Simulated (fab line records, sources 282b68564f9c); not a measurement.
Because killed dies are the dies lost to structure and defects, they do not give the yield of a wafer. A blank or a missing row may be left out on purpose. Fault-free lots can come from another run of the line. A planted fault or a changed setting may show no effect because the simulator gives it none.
Commonality check across tools / flow rit-cmos / 42 wafers sampled across 13 lots

## WHAT PROMPTED THE OPENING
On 1 of the 13 lots, a flag is raised at RIT_ACTIVE_CD_MEAS_11 on the reading cd-nm. No-fault wafers: 1400.0 nm, standard deviation 2.4.
Rule: a lot is flagged when every wafer of it that has a number lies more than 4 standard deviations from that mean, or none has a number. The rest of the lots are taken to be sound.

lot=L307; measured=day 1 15:22; on=cd-sem-01; cd-nm (nm), wafer by wafer=1399.9 1401.4 1403.1; flag=
lot=L308; measured=day 1 19:29; on=cd-sem-01; cd-nm (nm), wafer by wafer=1399.8 1399.4 1399.2; flag=
lot=L309; measured=day 2 01:01; on=cd-sem-02; cd-nm (nm), wafer by wafer=1396.3 1395.8 1398.6; flag=
lot=L310; measured=day 2 05:26; on=cd-sem-01; cd-nm (nm), wafer by wafer=1399.1 1398.3 1403.3; flag=
lot=L311; measured=day 2 10:26; on=cd-sem-01; cd-nm (nm), wafer by wafer=1397.1 1399.1 1398.0; flag=
lot=L315; measured=day 3 06:34; on=cd-sem-01; cd-nm (nm), wafer by wafer=1274.2 1276.1 1272.0 1274.0 1276.5 1271.6; flag=FLAGGED
lot=L316; measured=day 3 11:26; on=cd-sem-01; cd-nm (nm), wafer by wafer=1399.4 1400.6 1400.1; flag=
lot=L317; measured=day 3 16:26; on=cd-sem-01; cd-nm (nm), wafer by wafer=1404.4 1402.9 1401.9; flag=
lot=L325; measured=day 5 11:02; on=cd-sem-02; cd-nm (nm), wafer by wafer=1397.5 1396.0 1397.8; flag=
lot=L326; measured=day 5 13:30; on=cd-sem-02; cd-nm (nm), wafer by wafer=1400.5 1400.8 1401.1; flag=
lot=L327; measured=day 5 18:31; on=cd-sem-02; cd-nm (nm), wafer by wafer=1402.6 1402.6 1402.9; flag=
lot=L329; measured=day 6 04:26; on=cd-sem-02; cd-nm (nm), wafer by wafer=1405.0 1403.2 1403.9; flag=
lot=L330; measured=day 6 09:34; on=cd-sem-02; cd-nm (nm), wafer by wafer=1400.5 1398.6 1399.0; flag=
The numbers of the flagged lots are 1274.1 nm on average: -125.9 nm against the usual, or -52 standard deviations.

## EACH LOT AND THE TOOL IT RAN ON
The record keeps 1 process step preceding the reading, out of 202 steps on the route. Cell contents, in order: the tool; ch with the chambers the sampled wafers went through; the start.
lot=L307; flag=; RIT_ACTIVE_EXPOSE_08=iline-stepper-02 ch 0, day 1 14:58
lot=L308; flag=; RIT_ACTIVE_EXPOSE_08=iline-stepper-02 ch 0, day 1 19:05
lot=L309; flag=; RIT_ACTIVE_EXPOSE_08=iline-stepper-01 ch 0, day 2 00:37
lot=L310; flag=; RIT_ACTIVE_EXPOSE_08=iline-stepper-01 ch 0, day 2 05:02
lot=L311; flag=; RIT_ACTIVE_EXPOSE_08=iline-stepper-01 ch 0, day 2 10:02
lot=L315; flag=FLAGGED; RIT_ACTIVE_EXPOSE_08=iline-stepper-02 ch 0, day 3 06:10
lot=L316; flag=; RIT_ACTIVE_EXPOSE_08=iline-stepper-02 ch 0, day 3 11:02
lot=L317; flag=; RIT_ACTIVE_EXPOSE_08=iline-stepper-02 ch 0, day 3 16:02
lot=L325; flag=; RIT_ACTIVE_EXPOSE_08=iline-stepper-02 ch 0, day 5 10:38
lot=L326; flag=; RIT_ACTIVE_EXPOSE_08=iline-stepper-02 ch 0, day 5 13:05
lot=L327; flag=; RIT_ACTIVE_EXPOSE_08=iline-stepper-02 ch 0, day 5 18:07
lot=L329; flag=; RIT_ACTIVE_EXPOSE_08=iline-stepper-01 ch 0, day 6 04:02
lot=L330; flag=; RIT_ACTIVE_EXPOSE_08=iline-stepper-02 ch 0, day 6 09:10
What the steps here do:
- RIT_ACTIVE_EXPOSE_08: exposes mask M1, target cd 1400 nm.
- RIT_ACTIVE_CD_MEAS_11: target cd 1400 nm.

## FLAGGED OVER TOTAL, TOOL BY TOOL (the gauges that took the reading come last)
step=RIT_ACTIVE_EXPOSE_08; tool=iline-stepper-01; lots run=4; flagged=0; share of the flagged lots=none; sound lots run after its first flagged lot=-
step=RIT_ACTIVE_EXPOSE_08; tool=iline-stepper-02; lots run=9; flagged=1; share of the flagged lots=all; sound lots run after its first flagged lot=6 (L316,L317,L325,L326,L327,L330)
step=RIT_ACTIVE_CD_MEAS_11; tool=cd-sem-01; lots run=7; flagged=1; share of the flagged lots=all; sound lots run after its first flagged lot=2 (L316,L317)
step=RIT_ACTIVE_CD_MEAS_11; tool=cd-sem-02; lots run=6; flagged=0; share of the flagged lots=none; sound lots run after its first flagged lot=-

## WHAT IS ALLOWED BY THE TABLE
2 rows of the table ran every flagged lot: iline-stepper-02 at RIT_ACTIVE_EXPOSE_08, cd-sem-01 at RIT_ACTIVE_CD_MEAS_11.
- iline-stepper-02 at RIT_ACTIVE_EXPOSE_08 ran 9 lots, 1 of them flagged. Lots that were sound ran on it after the first flagged one (L316, L317, L325, L326, L327, L330); a persistent fault on the entire tool would not allow that.
- cd-sem-01 at RIT_ACTIVE_CD_MEAS_11 ran 7 lots, 1 of them flagged. Lots that were sound ran on it after the first flagged one (L316, L317); a persistent fault on the entire tool would not allow that.
Every row of the table either missed a flagged lot or ran a sound lot after the first.

## WHAT THE SIMULATOR HAD INSERTED
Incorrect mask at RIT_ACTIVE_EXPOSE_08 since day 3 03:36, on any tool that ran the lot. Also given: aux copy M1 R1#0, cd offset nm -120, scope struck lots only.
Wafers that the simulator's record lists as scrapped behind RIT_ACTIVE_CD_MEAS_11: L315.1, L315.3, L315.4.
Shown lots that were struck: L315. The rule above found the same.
